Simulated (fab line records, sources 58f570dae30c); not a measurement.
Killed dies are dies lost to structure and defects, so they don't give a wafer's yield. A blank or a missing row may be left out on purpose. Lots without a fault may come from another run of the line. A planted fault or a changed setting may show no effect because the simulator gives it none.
Which tool did it? | flow berkeley_cmos170 | 14 lots, 42 wafers sampled, at 3 steps of a route of 331

WHAT THE GAUGES READ, wafer by wafer
UCB170_PFIELD_OVL_MEAS_06.
lot  | measured    | on         | PFIELD_OVL (nm)
L826 | day 4 13:40 | overlay-02 | -10 2 2
L827 | day 4 13:49 | overlay-01 | 6 -2 4
L829 | day 4 16:01 | overlay-01 | 4 6 7
L830 | day 4 19:20 | overlay-01 | 9 14 6
L832 | day 5 06:55 | overlay-01 | -7 -2 6
L831 | day 5 07:02 | overlay-02 | -4 7 -3
L834 | day 5 13:38 | overlay-01 | 5 4 -1
L835 | day 5 21:40 | overlay-02 | -10 5 7
L836 | day 5 22:03 | overlay-01 | 1 0 -4
L838 | day 6 09:54 | overlay-02 | -3 0 -1
L839 | day 6 15:26 | overlay-02 | 13 5 9
L840 | day 6 20:03 | overlay-02 | 3 2 -5
L841 | day 7 05:19 | overlay-01 | -9 -8 1
L849 | day 9 01:07 | overlay-02 | -4 4 10

UCB170_FIELD_THK_MEAS_02.
lot  | measured    | on            | FIELD_OXIDE_THK (nm)
L826 | day 4 21:02 | film_metro-01 | 541 544 538
L827 | day 4 21:01 | film_metro-04 | 552 550 549
L829 | day 4 21:02 | film_metro-03 | 549 555 546
L830 | day 5 01:16 | film_metro-04 | 561 550 554
L832 | day 5 12:01 | film_metro-04 | 560 567 559
L831 | day 5 12:01 | film_metro-03 | 577 573 571
L834 | day 5 18:56 | film_metro-03 | 559 562 564
L835 | day 6 04:35 | film_metro-01 | 559 563 566
L836 | day 6 04:34 | film_metro-04 | 554 546 549
L838 | day 6 13:56 | film_metro-03 | 558 562 552
L839 | day 6 23:26 | film_metro-01 | 564 569 556
L840 | day 6 23:25 | film_metro-04 | 570 560 553
L841 | day 7 10:41 | film_metro-04 | 557 554 553
L849 | day 9 05:35 | film_metro-04 | 571 578 567

UCB170_GATE_OVL_MEAS_13.
lot  | measured     | on         | GATE_OVL (nm)
L826 | day 6 02:25  | overlay-01 | -2 4 -4
L827 | day 6 02:16  | overlay-02 | 7 5 3
L829 | day 6 02:39  | overlay-02 | 0 -9 -5
L830 | day 6 13:02  | overlay-02 | 5 12 11
L832 | day 6 18:51  | overlay-01 | 0 2 3
L831 | day 6 18:30  | overlay-02 | 5 4 4
L834 | day 7 06:31  | overlay-01 | -2 -4 1
L835 | day 7 17:05  | overlay-02 | -2 -5 -5
L836 | day 7 16:37  | overlay-01 | 2 -2 2
L838 | day 8 01:20  | overlay-01 | -5 -4 3
L839 | day 8 14:25  | overlay-02 | -9 -6 -4
L840 | day 8 14:23  | overlay-01 | -1 1 3
L841 | day 9 00:47  | overlay-02 | 1 -6 0
L849 | day 10 19:46 | overlay-01 | -1 5 -2

WHICH TOOL RAN EACH LOT (tool, then ch and the chambers of the sampled wafers, then the start)
The record holds no process step before these readings.

WHAT THE TOOLS THEMSELVES READ (means of the sampled wafers that have a number; where no wafer has one, the mark that the record gives instead)
The record holds no such reading with a usual standard deviation.

THE ANSWER, worked out from the rows above alone
Rule: what is usual is taken from the lots themselves. Put in order of their means at a reading, lots are off if they are a third of the lots or fewer, leave a main group of 4 or more, and stand apart from it by a gap of 3 or more times the standard deviation of the main group's means; of several such gaps the widest counts. A main group whose means are all the same, to the digits that the tables above print for the reading, isn't used. A lot without any number at a reading at which 4 lots or more have one is off too. The other lots that the step has rows for count as sound. The gauges are gone through in route order, then the tools' own readings, and for those a lot's mean is taken as printed above. The first step at which some lot is off is used, and at that step the reading that is off furthest; a lot without a number counts as furthest.
No lot is off at any reading shown: from this, nothing can be told.

WHAT THE SIMULATOR HAD PUT IN
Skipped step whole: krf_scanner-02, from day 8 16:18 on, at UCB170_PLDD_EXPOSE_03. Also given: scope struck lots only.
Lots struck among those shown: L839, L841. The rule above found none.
